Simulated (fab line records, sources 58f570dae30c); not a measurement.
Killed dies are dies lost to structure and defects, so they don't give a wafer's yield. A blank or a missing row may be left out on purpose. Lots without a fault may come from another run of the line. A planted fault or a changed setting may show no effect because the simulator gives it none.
fab line records | flow berkeley_cmos170
record lots=5 wafers=15 last_day=10
route steps=331 shown CONTACT@231 M1@238 V1@254
lots that met no fault: from a run of the same line without faults
start_h: hours from the record's first day to the start of the lot's first wafer shown | wait_h: hours since the lot's step before | " the same as in the row above | L1.1+2: a row that stands for several wafers | - no value, or no start given | * or withheld: withheld | < > ~ a bound
route shown NAME@n: a module of which the file shows steps, and the number in the route of the first | usual: mean/standard deviation of fault-free wafers | same: alike in all rows | chamber/n: place in a boat | sites: the reading at each site | _std_site: their standard deviation | _edge_site: outer sites' mean less inner sites' | radius_mm: how far each site lies from the wafer's centre | mask NAME#n: copy n | behind: the tool/chamber that last shaped the wafer | hold: why the lot was held/for how many hours/how that ended | device: the transistor (n, p or np) that didn't switch | end of line: the same wafers' tests at the end of the route | a step without rows: its recipe alone | killed: dies lost to structure and defects at the first sort, not the wafer's yield | map: a wafer's dies, x killed, . not, _ none there
set.NAME: the setting as run; set.NAME@STEP: as run at that earlier step | model.NAME: the simulator's own value behind a step, which no gauge read
lots at some steps of the route; a table a step, a row a wafer
services: from which hour (start_h, from the record's first day; less than 0 if before it) a tool's chamber was out of use, for how many hours, and why
## steps
# step UCB170_CONTACT_CD_MEAS_15
# recipe target_cd_nm=700
# usual cd_nm=699.5/1.6
# columns lot.wafer tool chamber start_h wait_h cd_nm
L076.3 cd_sem-01 - 146.09 - 697.8
L076.4 " - " " 697.5
L076.5 " - " " 697.9
L078.2 cd_sem-01 - 164.64 - 698.1
L078.4 " - " " 700.1
L078.5 " - " " 700.6
L081.2 cd_sem-02 - 171.26 - 700.9
L081.5 " - " " 701.1
L081.6 " - " " 699.7
L087.4 cd_sem-02 - 214.03 - 698.7
L087.5 " - " " 697.4
L087.6 " - " " 698.9
L089.3 cd_sem-01 - 218.54 - 698.1
L089.5 " - " " 699.3
L089.6 " - " " 699.9
# step UCB170_CONTACT_OVL_MEAS_16
# usual CONTACT_OVL=0/5.2
# columns lot.wafer tool chamber start_h wait_h CONTACT_OVL[nm]
L076.3 overlay-02 - 146.19 0.1 3
L076.4 " - " " 3
L076.5 " - " " 4
L078.2 overlay-02 - 164.75 0.1 -5
L078.4 " - " " 3
L078.5 " - " " 3
L081.2 overlay-02 - 171.36 0.1 7
L081.5 " - " " 3
L081.6 " - " " -4
L087.4 overlay-01 - 214.11 0.1 9
L087.5 " - " " 10
L087.6 " - " " 5
L089.3 overlay-01 - 218.63 0.1 -4
L089.5 " - " " -10
L089.6 " - " " -6
# step UCB170_CONTACT_ETCH_17
# recipe chemistry=N2/H2 target_depth_a=withheld overetch_a=withheld target=BARC time_s=withheld source_w=500 bias_w=100 pressure_mtorr=30 n2_flow_sccm=100 h2_flow_sccm=200
# usual drypump_motor_current_A=5.6/0.49 oes_product_au=1.000/0.019 throttle_valve_pct=13.37/0.22
# columns lot.wafer tool chamber start_h wait_h drypump_motor_current_A oes_product_au throttle_valve_pct
L076.3 rie_diel-04 3 146.21 0.0 5.8 0.998 13.09
L076.4 " 1 " " 6.1 0.993 13.68
L076.5 " 0 " " 5.7 1.004 13.31
L078.2 rie_diel-03 1 164.78 0.0 6.6 0.985 13.40
L078.4 " 0 " " 6.0 1.040 13.14
L078.5 " 0 " " 6.0 1.031 13.14
L081.2 rie_diel-03 0 171.39 0.0 6.0 1.035 13.14
L081.5 " 2 " " 5.9 1.002 13.37
L081.6 " 1 " " 6.5 0.967 13.38
L087.4 rie_diel-03 2 214.13 0.0 5.9 0.996 13.37
L087.5 " 0 " " 6.0 1.041 13.13
L087.6 " 3 " " 4.8 1.019 13.53
L089.3 rie_diel-04 1 218.65 0.0 6.1 0.999 13.68
L089.5 " 0 " " 5.7 1.014 13.32
L089.6 " 3 " " 5.8 0.999 13.11
# step UCB170_CONTACT_ETCH_18
# recipe chemistry=CHF3/CF4/Ar target=PSG stop_on=TiSi2 CHF3_flow_sccm=45 cf4_flow_sccm=15 Ar_flow_sccm=150 pressure_mtorr=200 rf_w=700 target_depth_a=8400 over_etch_frac=0.2 time_s=195
# usual drypump_motor_current_A=5.6/0.49 oes_product_au=0.899/0.013 throttle_valve_pct=6.97/0.11
# same time_s=195
# columns lot.wafer tool chamber start_h wait_h drypump_motor_current_A oes_product_au rf_hours_counter_h throttle_valve_pct
L076.3 rie_diel-04 3 - - 5.8 0.916 51 6.85
L076.4 " 1 " " 6.1 0.901 19 7.16
L076.5 " 0 " " 5.7 0.904 - 6.89
L078.2 rie_diel-03 1 - - 6.5 0.876 36 6.94
L078.4 " 0 " " 6.0 0.906 58 6.86
L078.5 " 0 " " 6.0 0.906 - 6.83
L081.2 rie_diel-03 0 - - 6.0 0.889 58 6.84
L081.5 " 2 " " 5.9 0.912 - 6.96
L081.6 " 1 " " 6.5 0.874 - 6.95
L087.4 rie_diel-03 2 - - 5.9 0.912 23 6.95
L087.5 " 0 " " 6.0 0.900 - 6.84
L087.6 " 3 " " 4.8 0.914 - 7.10
L089.3 rie_diel-04 1 - - 6.1 0.886 22 7.15
L089.5 " 0 " " 5.7 0.888 - 6.89
L089.6 " 3 " " 5.8 0.897 - 6.86
# step UCB170_CONTACT_STRIP_19
# recipe chemistry=O2 power_w=400 pressure_mtorr=3500 platen_temp_c=withheld o2_flow_sccm=400 overash_fraction=0.5
# usual drypump_motor_current_A=5.73/0.14 oes_product_au=0.725/0.0045
# same overash_fraction=0.5
# columns lot.wafer tool chamber start_h wait_h drypump_motor_current_A oes_product_au rf_hours_counter_h
L076.3 plasma_asher-02 1 146.41 - 5.80 0.724 -
L076.4 " 0 " " 5.63 0.732 -
L076.5 " 1 " " 5.82 0.729 -
L078.2 plasma_asher-02 0 164.94 - 5.62 0.727 6
L078.4 " 1 " " 5.78 0.727 -
L078.5 " 0 " " 5.63 0.725 -
L081.2 plasma_asher-03 0 171.56 - 5.82 0.725 38
L081.5 " 1 " " 5.50 0.725 -
L081.6 " 0 " " 5.86 0.725 -
L087.4 plasma_asher-02 1 214.33 - 5.79 0.720 -
L087.5 " 1 " " 5.76 0.722 -
L087.6 " 0 " " 5.62 0.729 -
L089.3 plasma_asher-02 1 218.85 - 5.74 0.718 -
L089.5 " 1 " " 5.76 0.718 -
L089.6 " 0 " " 5.63 0.726 -
# step UCB170_CONTACT_CD_MEAS_90
# recipe target_cd_nm=700
# usual cd_nm=699.5/1.7
# columns lot.wafer tool chamber start_h wait_h cd_nm
L076.3 cd_sem-02 - 146.52 0.1 697.8
L076.4 " - " " 697.2
L076.5 " - " " 698.6
L078.2 cd_sem-02 - 165.06 0.1 698.7
L078.4 " - " " 700.6
L078.5 " - " " 701.4
L081.2 cd_sem-01 - 171.68 0.1 701.3
L081.5 " - " " 700.1
L081.6 " - " " 700.5
L087.4 cd_sem-02 - 214.47 0.1 697.8
L087.5 " - " " 698.0
L087.6 " - " " 699.5
L089.3 cd_sem-01 - 218.96 0.1 696.6
L089.5 " - " " 699.8
L089.6 " - " " 699.3
# step UCB170_CONTACT_CLEAN_20
# recipe chemistry=SPM temp_c=120 time_s=600
# same time_s=600
# columns lot.wafer tool chamber start_h wait_h
L076.3+4+5 wet_bench-01 3 146.60 0.1
L078.2+4+5 wet_bench-02 2 165.16 0.1
L081.2+5+6 wet_bench-04 1 171.78 0.1
L087.4+5+6 wet_bench-01 0 214.68 0.2
L089.3+5+6 wet_bench-02 2 219.21 0.2
# step UCB170_M1_SPUTTER_00
# recipe material=Al target_thk_nm=600 time_s=80 power_w=6000 chamber_pressure_pa=0.5
# usual chamber_pressure_pa=0.5000/0.0011 throttle_valve_pct=30.1/0.91
# same time_s=80
# columns lot.wafer tool chamber start_h wait_h chamber_pressure_pa throttle_valve_pct
L076.3 pvd_sputter-01 - 146.79 0.0 0.4995 30.4
L076.4 " - " " 0.5004 31.4
L076.5 " - " " 0.4989 30.5
L078.2 pvd_sputter-03 - 165.34 0.0 0.4999 31.2
L078.4 " - " " 0.4994 29.8
L078.5 " - " " 0.4998 29.9
L081.2 pvd_sputter-04 - 171.95 0.0 0.5005 28.6
L081.5 " - " " 0.4984 29.7
L081.6 " - " " 0.5017 28.5
L087.4 pvd_sputter-01 - 214.85 0.0 0.4996 30.4
L087.5 " - " " 0.5059 30.6
L087.6 " - " " 0.4983 31.6
L089.3 pvd_sputter-04 - 219.38 0.0 0.5002 30.3
L089.5 " - " " 0.5016 30.3
L089.6 " - " " 0.4978 28.4
# step UCB170_M1_RS_MEAS_01
# recipe thk_meas_gauge=four-point-probe reads=Al_of_M1_SPUTTER_00
# usual M1_AL_RS=0.0486/0.00056
# columns lot.wafer tool chamber start_h wait_h M1_AL_RS[ohm/sq]
L076.3 film_metro-01 - 146.89 0.1 0.0492
L076.4 " - " " 0.0489
L076.5 " - " " 0.0490
L078.2 film_metro-02 - 165.42 0.1 0.0484
L078.4 " - " " 0.0485
L078.5 " - " " 0.0480
L081.2 film_metro-03 - 172.04 0.1 0.0485
L081.5 " - " " 0.0485
L081.6 " - " " 0.0487
L087.4 film_metro-02 - 214.97 0.1 0.0492
L087.5 " - " " 0.0494
L087.6 " - " " 0.0486
L089.3 film_metro-03 - 219.48 0.1 0.0480
L089.5 " - " " 0.0481
L089.6 " - " " 0.0476
# step UCB170_M1_THK_MEAS_02
# recipe thk_meas_gauge=xrf reads=Al_of_M1_SPUTTER_00
# usual M1_AL_THK=591/7.5
# columns lot.wafer tool chamber start_h wait_h M1_AL_THK[nm]
L076.3 film_metro-01 - 146.99 0.1 589
L076.4 " - " " 591
L076.5 " - " " 593
L078.2 film_metro-02 - 165.53 0.1 589
L078.4 " - " " 589
L078.5 " - " " 593
L081.2 film_metro-03 - 172.15 0.1 597
L081.5 " - " " 596
L081.6 " - " " 595
L087.4 film_metro-02 - 215.06 0.1 580
L087.5 " - " " 577
L087.6 " - " " 585
L089.3 film_metro-03 - 219.58 0.1 596
L089.5 " - " " 596
L089.6 " - " " 600
# step UCB170_M1_COAT_03
# recipe resist=BARC temp_c=withheld time_s=withheld spin_rpm=3000 resist_thk_nm=withheld
# columns lot.wafer tool chamber start_h wait_h
L076.3+4+5 litho_track-03 0 147.21 0.2
L078.2+4+5 litho_track-02 0 165.65 0.1
L081.2+5+6 litho_track-02 0 172.22 0.1
L087.4+5+6 litho_track-03 0 215.27 0.2
L089.3+5+6 litho_track-03 0 219.67 0.1
# step UCB170_M1_COAT_04
# recipe resist=KrF spin_rpm=1500 resist_thk_nm=900
# columns lot.wafer tool chamber start_h wait_h
L076.3+4+5 litho_track-03 0 - -
L078.2+4+5 litho_track-02 0 - -
L081.2+5+6 litho_track-02 0 - -
L087.4+5+6 litho_track-03 0 - -
L089.3+5+6 litho_track-03 0 - -
# step UCB170_M1_SOFTBAKE_05
# recipe resist=KrF temp_c=130 time_s=60
# same time_s=60
# columns lot.wafer tool chamber start_h wait_h
L076.3+4+5 litho_track-03 0 - -
L078.2+4+5 litho_track-02 0 - -
L081.2+5+6 litho_track-02 0 - -
L087.4+5+6 litho_track-03 0 - -
L089.3+5+6 litho_track-03 0 - -
# step UCB170_M1_EXPOSE_06
# recipe mask_id=METAL1 target_cd_nm=700 na=0.5 sigma_outer=0.6 source_shape=conventional dose_mj=21
# columns lot.wafer tool chamber start_h wait_h mask
L076.3+4+5 krf_scanner-02 0 147.65 - METAL1#0
L078.2+4+5 krf_scanner-01 0 166.21 - METAL1#0
L081.2+5+6 krf_scanner-01 0 172.79 - METAL1#0
L087.4+5+6 krf_scanner-01 0 215.70 - METAL1#0
L089.3+5+6 krf_scanner-02 0 220.24 - METAL1#0
# step UCB170_M1_PEB_07
# recipe peb_temp_c=130 peb_time_s=withheld resist=KrF
# columns lot.wafer tool chamber start_h wait_h
L076.3+4+5 litho_track-02 0 147.79 0.1
L078.2+4+5 litho_track-03 0 166.34 0.1
L081.2+5+6 litho_track-01 0 173.00 0.2
L087.4+5+6 litho_track-02 0 215.93 0.2
L089.3+5+6 litho_track-01 0 220.37 0.1
# step UCB170_M1_DEVELOP_08
# recipe developer=TMAH develop_time_s=45 resist=KrF dev_temp_c=21
# columns lot.wafer tool chamber start_h wait_h
L076.3+4+5 litho_track-02 0 - -
L078.2+4+5 litho_track-03 0 - -
L081.2+5+6 litho_track-01 0 - -
L087.4+5+6 litho_track-02 0 - -
L089.3+5+6 litho_track-01 0 - -
# step UCB170_M1_CD_MEAS_09
# recipe target_cd_nm=700
# usual cd_nm=700.4/1.1
# columns lot.wafer tool chamber start_h wait_h cd_nm
L076.3 cd_sem-02 - 148.05 - 701.2
L076.4 " - " " 701.4
L076.5 " - " " 701.8
L078.2 cd_sem-02 - 166.61 - 699.6
L078.4 " - " " 699.4
L078.5 " - " " 700.5
L081.2 cd_sem-01 - 173.27 - 698.6
L081.5 " - " " 698.2
L081.6 " - " " 698.7
L087.4 cd_sem-01 - 216.19 - 699.9
L087.5 " - " " 700.2
L087.6 " - " " 699.4
L089.3 cd_sem-02 - 220.63 - 698.5
L089.5 " - " " 698.9
L089.6 " - " " 700.4
# step UCB170_M1_OVL_MEAS_10
# usual M1_OVL=-2/6.2
# columns lot.wafer tool chamber start_h wait_h M1_OVL[nm]
L076.3 overlay-01 - 148.15 0.1 4
L076.4 " - " " -2
L076.5 " - " " 1
L078.2 overlay-02 - 166.71 0.1 2
L078.4 " - " " -2
L078.5 " - " " 2
L081.2 overlay-02 - 173.38 0.1 10
L081.5 " - " " 3
L081.6 " - " " 4
L087.4 overlay-02 - 216.26 0.1 6
L087.5 " - " " 9
L087.6 " - " " 5
L089.3 overlay-02 - 220.72 0.1 -5
L089.5 " - " " -8
L089.6 " - " " -8
# step UCB170_M1_ETCH_11
# recipe chemistry=N2/H2 target_depth_a=withheld overetch_a=withheld target=BARC time_s=withheld source_w=500 bias_w=100 pressure_mtorr=30 n2_flow_sccm=100 h2_flow_sccm=200
# usual drypump_motor_current_A=5.6/0.45 oes_product_au=0.993/0.014 throttle_valve_pct=13.36/0.2
# columns lot.wafer tool chamber start_h wait_h drypump_motor_current_A oes_product_au throttle_valve_pct
L076.3 rie_diel-01 2 148.17 0.0 5.5 1.010 13.76
L076.4 " 0 " " 5.3 1.013 13.34
L076.5 " 1 " " 5.2 0.970 13.55
L078.2 rie_diel-01 2 166.74 0.0 5.5 0.998 13.77
L078.4 " 1 " " 5.3 0.973 13.55
L078.5 " 2 " " 5.6 0.993 13.77
L081.2 rie_diel-04 0 173.41 0.0 5.7 0.996 13.31
L081.5 " 1 " " 6.1 0.995 13.69
L081.6 " 2 " " 5.1 0.992 13.36
L087.4 rie_diel-04 0 216.28 0.0 5.8 0.997 13.32
L087.5 " 3 " " 5.8 0.980 13.11
L087.6 " 0 " " 5.7 0.999 13.31
L089.3 rie_diel-02 1 220.75 0.0 6.2 1.023 13.43
L089.5 " 1 " " 6.2 1.013 13.41
L089.6 " 0 " " 5.9 1.010 13.22
# step UCB170_M1_METAL_ETCH_12
# recipe chemistry=Cl2/BCl3 target=Al stop_on=PSG pressure_mtorr=12 target_depth_a=7800 over_etch_frac=0.3 time_s=130 icp_w=600 bias_w=120 Cl2_flow_sccm=90 bcl3_flow_sccm=45
# usual drypump_motor_current_A=5.6/0.4 oes_product_au=0.849/0.011 throttle_valve_pct=24.40/0.23
# same time_s=130
# columns lot.wafer tool chamber start_h wait_h drypump_motor_current_A oes_product_au rf_hours_counter_h throttle_valve_pct
L076.3 rie_metal-02 0 148.30 - 5.9 0.867 - 24.28
L076.4 " 0 " " 6.0 0.856 - 24.27
L076.5 " 0 " " 5.9 0.865 - 24.28
L078.2 rie_metal-04 1 166.79 - 5.9 0.835 0 24.70
L078.4 " 0 " " 4.9 0.850 - 24.48
L078.5 " 0 " " 4.9 0.858 - 24.47
L081.2 rie_metal-04 1 173.45 - 5.9 0.844 1 24.71
L081.5 " 1 " " 5.9 0.848 - 24.72
L081.6 " 0 " " 4.9 0.853 - 24.48
L087.4 rie_metal-03 1 216.37 - 5.8 0.836 - 24.55
L087.5 " 0 " " 5.2 0.841 - 24.40
L087.6 " 1 " " 5.8 0.850 - 24.55
L089.3 rie_metal-02 1 220.83 - 5.8 0.838 - 23.90
L089.5 " 1 " " 5.8 0.839 - 23.89
L089.6 " 0 " " 5.9 0.881 - 24.27
# step UCB170_M1_STRIP_13
# recipe chemistry=O2 power_w=400 pressure_mtorr=3500 platen_temp_c=withheld o2_flow_sccm=400 overash_fraction=0.5
# usual drypump_motor_current_A=5.83/0.1 oes_product_au=0.720/0.0046
# same overash_fraction=0.5
# columns lot.wafer tool chamber start_h wait_h drypump_motor_current_A oes_product_au rf_hours_counter_h
L076.3 plasma_asher-04 1 148.51 0.2 5.93 0.720 -
L076.4 " 0 " " 5.78 0.719 -
L076.5 " 1 " " 5.96 0.722 -
L078.2 plasma_asher-04 0 166.92 0.1 5.74 0.718 47
L078.4 " 0 " " 5.74 0.722 -
L078.5 " 1 " " 5.96 0.724 -
L081.2 plasma_asher-01 1 173.58 0.1 5.84 0.724 48
L081.5 " 0 " " 5.89 0.724 -
L081.6 " 1 " " 5.84 0.721 -
L087.4 plasma_asher-01 1 216.49 0.1 5.84 0.718 -
L087.5 " 1 " " 5.85 0.733 -
L087.6 " 0 " " 5.92 0.716 -
L089.3 plasma_asher-01 0 220.96 0.1 5.90 0.728 -
L089.5 " 1 " " 5.83 0.721 -
L089.6 " 0 " " 5.90 0.713 -
# step UCB170_M1_CD_MEAS_90
# recipe target_cd_nm=700
# usual cd_nm=699.8/2.2
# columns lot.wafer tool chamber start_h wait_h cd_nm
L076.3 cd_sem-01 - 148.62 0.1 698.5
L076.4 " - " " 698.5
L076.5 " - " " 698.4
L078.2 cd_sem-02 - 167.04 0.1 694.8
L078.4 " - " " 701.3
L078.5 " - " " 700.9
L081.2 cd_sem-01 - 173.70 0.1 696.4
L081.5 " - " " 695.5
L081.6 " - " " 699.8
L087.4 cd_sem-01 - 216.62 0.1 702.0
L087.5 " - " " 699.4
L087.6 " - " " 700.4
L089.3 cd_sem-02 - 221.06 0.1 694.8
L089.5 " - " " 697.7
L089.6 " - " " 695.4
# step UCB170_M1_ANNEAL_14
# recipe temp_c=400 time_s=1200 ambient=forming_gas
# same time_s=1200
# columns lot.wafer tool chamber start_h wait_h
L076.3+4+5 - - 152.16 3.5
L078.2+4+5 - - 170.33 3.3
L081.2+5+6 - - 177.01 3.3
L087.4+5+6 - - 221.22 4.6
L089.3+5+6 - - 221.22 0.1
# step UCB170_V1_CVD_00
# recipe material=SiO2 target_thk_nm=2000 temp_c=390 precursor=TEOS/O2 time_s=250 rf_w=550 pressure_mtorr=9000
# usual heater_power_w=282/67
# same time_s=250
# columns lot.wafer tool chamber start_h wait_h heater_power_w
L076.3 pecvd-04 2 153.50 0.0 254
L076.4 " 2 " " 297
L076.5 " 0 " " 389
L078.2 pecvd-01 0 171.66 0.0 199
L078.4 " 0 " " 246
L078.5 " 2 " " 423
L081.2 pecvd-01 2 178.35 0.0 397
L081.5 " 0 " " 251
L081.6 " 1 " " 213
L089.3 pecvd-03 2 222.55 0.0 235
L089.5 " 2 " " 166
L089.6 " 1 " " 290
L087.4 pecvd-04 2 222.63 0.1 300
L087.5 " 1 " " 253
L087.6 " 0 " " 282
# step UCB170_V1_THK_MEAS_01
# recipe reads=SiO2_of_V1_CVD_00
# usual V1_TEOS_THK=1995/27
# columns lot.wafer tool chamber start_h wait_h V1_TEOS_THK[nm]
L076.3 film_metro-03 - 153.67 0.1 1974
L076.4 " - " " 1978
L076.5 " - " " 2029
L078.2 film_metro-03 - 171.83 0.1 1932
L078.4 " - " " 1970
L078.5 " - " " 1989
L081.2 film_metro-02 - 178.51 0.1 1950
L081.5 " - " " 1994
L081.6 " - " " 1995
L089.3 film_metro-02 - 222.73 0.1 1992
L089.5 " - " " 2012
L089.6 " - " " 1986
L087.4 film_metro-03 - 222.74 0.0 2023
L087.5 " - " " 2038
L087.6 " - " " 2025
# step UCB170_V1_CMP_02
# recipe material=SiO2 down_force_psi=6 platen_rpm=60 pad_velocity_m_s=0.75398
# usual head_pressure_psi=6.000/0.013 motor_current_A=16.4/2.2
# columns lot.wafer tool chamber start_h wait_h head_pressure_psi motor_current_A
L076.3 cmp-02 0 154.01 0.3 6.010 20.4
L076.4 " 1 " " 5.986 16.5
L076.5 " 1 " " 5.985 17.0
L078.2 cmp-02 0 171.93 0.1 5.991 20.2
L078.4 " 2 " " 5.991 14.2
L078.5 " 3 " " 6.012 13.7
L081.2 cmp-01 0 178.96 0.4 5.989 15.9
L081.5 " 2 " " 6.003 16.4
L081.6 " 3 " " 6.009 19.5
L087.4 cmp-02 1 222.77 0.0 6.015 16.9
L087.5 " 1 " " 6.008 16.8
L087.6 " 2 " " 5.988 14.4
L089.3 cmp-02 3 223.22 0.5 6.024 13.1
L089.5 " 0 " " 6.022 20.4
L089.6 " 1 " " 6.000 16.5
# step UCB170_V1_BOW_MEAS_03
# recipe mode=bow
# usual V1_BOW=19/6.4
# columns lot.wafer tool chamber start_h wait_h V1_BOW[um]
L076.3 film_metro-04 - 154.35 0.3 12
L076.4 " - " " 13
L076.5 " - " " 19
L078.2 film_metro-03 - 172.22 0.2 19
L078.4 " - " " 25
L078.5 " - " " 17
L081.2 film_metro-03 - 179.18 0.2 29
L081.5 " - " " 23
L081.6 " - " " 29
L087.4 film_metro-04 - 223.13 0.3 20
L087.5 " - " " 21
L087.6 " - " " 23
L089.3 film_metro-03 - 223.41 0.1 14
L089.5 " - " " 15
L089.6 " - " " 21
# step UCB170_V1_THK_MEAS_04
# recipe reads=SiO2_of_V1_CVD_00
# usual V1_POLISHED_THK=1000.0/1.1
# columns lot.wafer tool chamber start_h wait_h V1_POLISHED_THK[nm]
L076.3 film_metro-04 - 154.45 0.1 1000.7
L076.4 " - " " 1000.3
L076.5 " - " " 997.9
L078.2 film_metro-03 - 172.33 0.1 1000.6
L078.4 " - " " 1000.7
L078.5 " - " " 998.3
L081.2 film_metro-03 - 179.29 0.1 1001.2
L081.5 " - " " 998.2
L081.6 " - " " 999.8
L087.4 film_metro-04 - 223.22 0.1 1000.6
L087.5 " - " " 1000.3
L087.6 " - " " 999.4
L089.3 film_metro-03 - 223.51 0.1 999.0
L089.5 " - " " 998.2
L089.6 " - " " 1000.2
# step UCB170_V1_CLEAN_05
# recipe chemistry=DIW
# columns lot.wafer tool chamber start_h wait_h
L076.3+4+5 wet_bench-02 3 154.49 0.0
L078.2+4+5 wet_bench-03 0 172.38 0.0
L081.2+5+6 wet_bench-02 0 180.53 1.2
L087.4+5+6 wet_bench-02 2 223.25 0.0
L089.3+5+6 wet_bench-02 2 223.55 0.0
# step UCB170_V1_HMDS_06
# recipe prime_time_s=60 prime_temp_c=100
# columns lot.wafer tool chamber start_h wait_h
L076.3+4+5 litho_track-04 0 154.87 0.2
L078.2+4+5 litho_track-04 0 172.78 0.2
L081.2+5+6 litho_track-04 0 181.39 0.5
L087.4+5+6 litho_track-02 0 223.50 0.1
L089.3+5+6 litho_track-03 0 223.80 0.1
# step UCB170_V1_COAT_07
# recipe resist=KrF spin_rpm=1500 resist_thk_nm=900
# columns lot.wafer tool chamber start_h wait_h
L076.3+4+5 litho_track-04 0 155.02 0.1
L078.2+4+5 litho_track-04 0 172.93 0.1
L081.2+5+6 litho_track-04 0 181.54 0.1
L087.4+5+6 litho_track-02 0 223.65 0.1
L089.3+5+6 litho_track-03 0 223.95 0.1
# step UCB170_V1_SOFTBAKE_08
# recipe resist=KrF temp_c=130 time_s=60
# same time_s=60
# columns lot.wafer tool chamber start_h wait_h
L076.3+4+5 litho_track-04 0 155.17 0.1
L078.2+4+5 litho_track-04 0 173.08 0.1
L081.2+5+6 litho_track-04 0 181.69 0.1
L087.4+5+6 litho_track-02 0 223.80 0.1
L089.3+5+6 litho_track-03 0 224.10 0.1
# step UCB170_V1_EXPOSE_09
# recipe mask_id=VIA1 target_cd_nm=700 na=0.5 sigma_outer=0.6 source_shape=conventional dose_mj=37
# columns lot.wafer tool chamber start_h wait_h mask
L076.3+4+5 krf_scanner-01 0 155.31 0.1 VIA1#0
L078.2+4+5 krf_scanner-02 0 173.38 0.3 VIA1#0
L081.2+5+6 krf_scanner-01 0 181.84 0.1 VIA1#0
L087.4+5+6 krf_scanner-01 0 223.93 0.1 VIA1#0
L089.3+5+6 krf_scanner-02 0 224.36 0.2 VIA1#0
# step UCB170_V1_PEB_10
# recipe peb_temp_c=130 peb_time_s=withheld resist=KrF
# columns lot.wafer tool chamber start_h wait_h
L076.3+4+5 litho_track-03 0 155.56 0.2
L078.2+4+5 litho_track-04 0 173.51 0.1
L081.2+5+6 litho_track-02 0 182.74 0.9
L087.4+5+6 litho_track-02 0 224.22 0.3
L089.3+5+6 litho_track-04 0 224.49 0.1
# step UCB170_V1_DEVELOP_11
# recipe developer=TMAH develop_time_s=45 resist=KrF dev_temp_c=21
# columns lot.wafer tool chamber start_h wait_h
L076.3+4+5 litho_track-03 0 - -
L078.2+4+5 litho_track-04 0 - -
L081.2+5+6 litho_track-02 0 - -
L087.4+5+6 litho_track-02 0 - -
L089.3+5+6 litho_track-04 0 - -
# step UCB170_V1_CD_MEAS_12
# recipe target_cd_nm=700
# usual cd_nm=699.3/1.3
# columns lot.wafer tool chamber start_h wait_h cd_nm
L076.3 cd_sem-01 - 155.83 - 698.3
L076.4 " - " " 698.1
L076.5 " - " " 696.0
L078.2 cd_sem-01 - 173.82 - 699.1
L078.4 " - " " 698.8
L078.5 " - " " 699.5
L081.2 cd_sem-02 - 183.01 - 699.3
L081.5 " - " " 698.4
L081.6 " - " " 697.6
L087.4 cd_sem-01 - 224.48 - 699.5
L087.5 " - " " 700.2
L087.6 " - " " 701.0
L089.3 cd_sem-01 - 224.76 - 699.5
L089.5 " - " " 698.9
L089.6 " - " " 699.1
# step UCB170_V1_OVL_MEAS_13
# usual V1_OVL=-2/5.1
# columns lot.wafer tool chamber start_h wait_h V1_OVL[nm]
L076.3 overlay-01 - 155.92 0.1 3
L076.4 " - " " -6
L076.5 " - " " 8
L078.2 overlay-02 - 173.93 0.1 -4
L078.4 " - " " -7
L078.5 " - " " -2
L081.2 overlay-01 - 183.12 0.1 1
L081.5 " - " " 4
L081.6 " - " " 8
L087.4 overlay-02 - 224.56 0.1 1
L087.5 " - " " 6
L087.6 " - " " -7
L089.3 overlay-02 - 224.85 0.1 4
L089.5 " - " " 12
L089.6 " - " " -2
# step UCB170_V1_ETCH_14
# recipe chemistry=CHF3/CF4/Ar target=SiO2 stop_on=Al CHF3_flow_sccm=45 cf4_flow_sccm=15 Ar_flow_sccm=150 pressure_mtorr=200 rf_w=700 target_depth_a=12500 over_etch_frac=0.25 time_s=291
# usual drypump_motor_current_A=5.7/0.52 oes_product_au=0.880/0.012 throttle_valve_pct=6.99/0.085
# same time_s=291
# columns lot.wafer tool chamber start_h wait_h drypump_motor_current_A oes_product_au rf_hours_counter_h throttle_valve_pct
L076.3 rie_diel-03 1 155.95 0.0 6.5 0.864 36 7.00
L076.4 " 0 " " 6.0 0.886 - 6.87
L076.5 " 1 " " 6.5 0.864 - 6.97
L078.2 rie_diel-03 3 173.96 0.0 4.8 0.892 1 7.14
L078.4 " 2 " " 5.8 0.899 21 6.99
L078.5 " 0 " " 6.0 0.869 - 6.87
L081.2 rie_diel-03 3 183.15 0.0 4.8 0.892 1 7.13
L081.5 " 2 " " 5.8 0.900 - 6.99
L081.6 " 0 " " 6.0 0.884 - 6.85
L087.4 rie_diel-04 0 224.58 0.0 5.7 0.877 89 6.91
L087.5 " 3 " " 5.8 0.888 - 6.88
L087.6 " 2 " " 5.1 0.873 - 6.98
L089.3 rie_diel-03 1 224.87 0.0 6.5 0.865 39 6.97
L089.5 " 2 " " 5.9 0.896 - 6.98
L089.6 " 3 " " 4.8 0.891 - 7.14
# step UCB170_V1_STRIP_15
# recipe chemistry=O2 power_w=400 pressure_mtorr=3500 platen_temp_c=withheld o2_flow_sccm=400 overash_fraction=0.5
# usual drypump_motor_current_A=5.79/0.16 oes_product_au=0.722/0.0043 strip_time_to_endpoint_s=15.38/0.12
# same overash_fraction=0.5
# columns lot.wafer tool chamber start_h wait_h drypump_motor_current_A oes_product_au rf_hours_counter_h strip_time_to_endpoint_s
L076.3 plasma_asher-03 0 156.16 0.1 5.84 0.725 - 15.45
L076.4 " 1 " " 5.47 0.718 - 15.18
L076.5 " 1 " " 5.48 0.720 - 15.49
L078.2 plasma_asher-04 1 174.14 0.1 5.97 0.723 48 15.25
L078.4 " 0 " " 5.78 0.722 - 15.47
L078.5 " 1 " " 5.99 0.724 - 15.26
L081.2 plasma_asher-03 0 183.33 0.1 5.86 0.727 40 15.18
L081.5 " 0 " " 5.85 0.722 - 15.30
L081.6 " 1 " " 5.47 0.715 - 15.16
L087.4 plasma_asher-01 0 224.79 0.1 5.91 0.716 - 15.56
L087.5 " 1 " " 5.85 0.718 - 15.49
L087.6 " 0 " " 5.91 0.726 - 15.52
L089.3 plasma_asher-03 0 225.08 0.1 5.83 0.720 - 15.28
L089.5 " 0 " " 5.84 0.719 - 15.35
L089.6 " 1 " " 5.50 0.724 - 15.28
## services
# columns tool chamber start_h hours kind
rie_diel-02 1 133.62 10.8 repair
pecvd-03 - 135.50 14.0 pm
rie_diel-04 - 137.02 4.4 repair
rie_metal-02 1 138.44 48.1 repair
pecvd-04 - 140.19 2.8 pm
rie_diel-01 2 154.80 5.4 repair
krf_scanner-02 - 157.80 4.4 pm
plasma_asher-03 - 159.30 5.2 repair
krf_scanner-02 - 173.47 1.0 pm
cmp-02 - 176.45 3.3 repair
pvd_sputter-04 - 179.06 0.8 repair
cmp-02 - 184.22 12.0 pm
rie_diel-03 0 186.01 11.6 repair
krf_scanner-01 - 189.38 3.6 pm
pecvd-04 - 192.40 1.7 repair
krf_scanner-02 - 193.84 1.1 repair
rie_diel-03 1 196.70 5.2 repair
rie_metal-04 1 198.64 16.3 repair
rie_metal-02 - 199.56 2.2 repair
rie_diel-04 0 201.47 4.6 repair
cmp-02 - 204.94 1.3 repair
krf_scanner-01 - 210.27 4.0 pm
krf_scanner-01 - 222.11 1.0 pm
krf_scanner-01 - 224.19 1.3 pm
## key
fault none
